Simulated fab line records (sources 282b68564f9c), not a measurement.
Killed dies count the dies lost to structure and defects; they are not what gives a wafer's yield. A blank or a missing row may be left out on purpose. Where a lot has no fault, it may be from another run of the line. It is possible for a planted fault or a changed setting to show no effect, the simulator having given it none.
Struck lot and sound lot, side by side + flow rit-cmos + 15 steps out of a route of 202
Sound: these wafers, L181.2, L181.4, L181.5. Wafers struck: L180.1, L180.3, L180.6. The cause comes at the end.
At each step with rows: each side's tool, then ch and its chambers, then its first start. Under that, the readings that differ: sound wafers + struck wafers + difference of the means + sigmas: that difference in standard deviations of wafers without a fault.
alike: same words and numbers on both sides, and readings whose means sit less than 2 such deviations apart. not compared: any withheld reading, any reading some wafer has no value for, any bound like >300 that may hide the same value, and any number with overlapping values for which the record gives no deviation.
The two part at a step that has a row with sigmas, a row that says differs or no value, or rows on one side only. When numbers do not overlap yet have no deviation, they are printed without sigmas and do not part them. A reading that every wafer of one side lacks parts them only if that side has two wafers or more.

RIT_M1_RS_MEAS_01: measures by four-point-probe.
  sound on film-metro-04, day 5 09:36; struck on film-metro-02, day 5 07:00
  alike: M1_AL_RS
RIT_M1_THK_MEAS_02: measures by xrf.
  sound on film-metro-04, day 5 09:43; struck on film-metro-02, day 5 07:07
  alike: M1_AL_THK
then, 6 steps without rows for these wafers: RIT_M1_HMDS_03 (prime time 60 s); RIT_M1_COAT_04 (resist thk 1300 nm); RIT_M1_SOFTBAKE_05 (time 60 s); RIT_M1_EXPOSE_06 (exposes mask M12, target cd 2600 nm); RIT_M1_PEB_07; RIT_M1_DEVELOP_08 (develop time 68 s).
RIT_M1_CD_MEAS_09 targets a cd of 2600 nm.
  sound on cd-sem-02, day 5 10:47; struck on cd-sem-01, day 5 08:17
| reading    | sound                | struck               | difference | sigmas |
|------------|----------------------|----------------------|------------|--------|
| cd-nm (nm) | 2601.9 2601.2 2604.7 | 2598.5 2598.5 2596.5 | -4.8       | -2     |
RIT_M1_OVL_MEAS_10:
  sound on overlay-01, day 5 10:53; struck on overlay-02, day 5 08:25
  alike: M1_OVL
then, 1 step without rows for these wafers: RIT_M1_HARDBAKE_11 (time 120 s).
RIT_M1_METAL_ETCH_12: etches Al in Cl2/BCl3, stops on SiO2, time 165 s, target depth 600 nm.
  sound on rie-metal-01 ch 1, day 5 11:10; struck on rie-metal-03 ch 1, day 5 08:42
| reading                | sound          | struck         | difference | sigmas |
|------------------------|----------------|----------------|------------|--------|
| throttle-valve-pct (%) | 8.24 8.23 8.24 | 8.46 8.44 8.45 | +0.21      | +3     |
  alike: drypump-motor-current-A, oes-product-au, rf-fwd-power-W
  not compared: rf-hours-counter-h
RIT_M1_STRIP_13: strips in nmp, time 600 s.
  sound on wet-bench-02 ch 2, day 5 11:20; struck on wet-bench-03 ch 3, day 5 08:52
| reading          | sound       | struck      | difference | sigmas |
|------------------|-------------|-------------|------------|--------|
| run-length-s (s) | 626 626 626 | 579 579 579 | -47        | -16    |
  alike: bath-heat-duty-pct
RIT_M1_STRIP_14: strips in O2, time 180 s.
  sound on plasma-asher-04 ch 0,1, day 5 11:30; struck on plasma-asher-03 ch 0, day 5 09:02
  alike: drypump-motor-current-A, run-length-s
  not compared: rf-hours-counter-h
RIT_M1_PROBE_99:
  sound on prober-01, day 5 13:49; struck on prober-01, day 5 10:57
  alike: defect-limited-yield, killed-at-contacts, killed-at-front-end, killed-dies, killed-open, killed-short, sort_bin_3_pad_short, sort_bin_5_function, sort_bin_6_memory, sort-n-pass, sort-yield-pct

## WHERE THEY PART
First at RIT_M1_CD_MEAS_09; last, within this record, at RIT_M1_STRIP_13. Later steps at which nothing parts them and some readings are alike: RIT_M1_STRIP_14, RIT_M1_PROBE_99.

WHY: what the simulator had put in
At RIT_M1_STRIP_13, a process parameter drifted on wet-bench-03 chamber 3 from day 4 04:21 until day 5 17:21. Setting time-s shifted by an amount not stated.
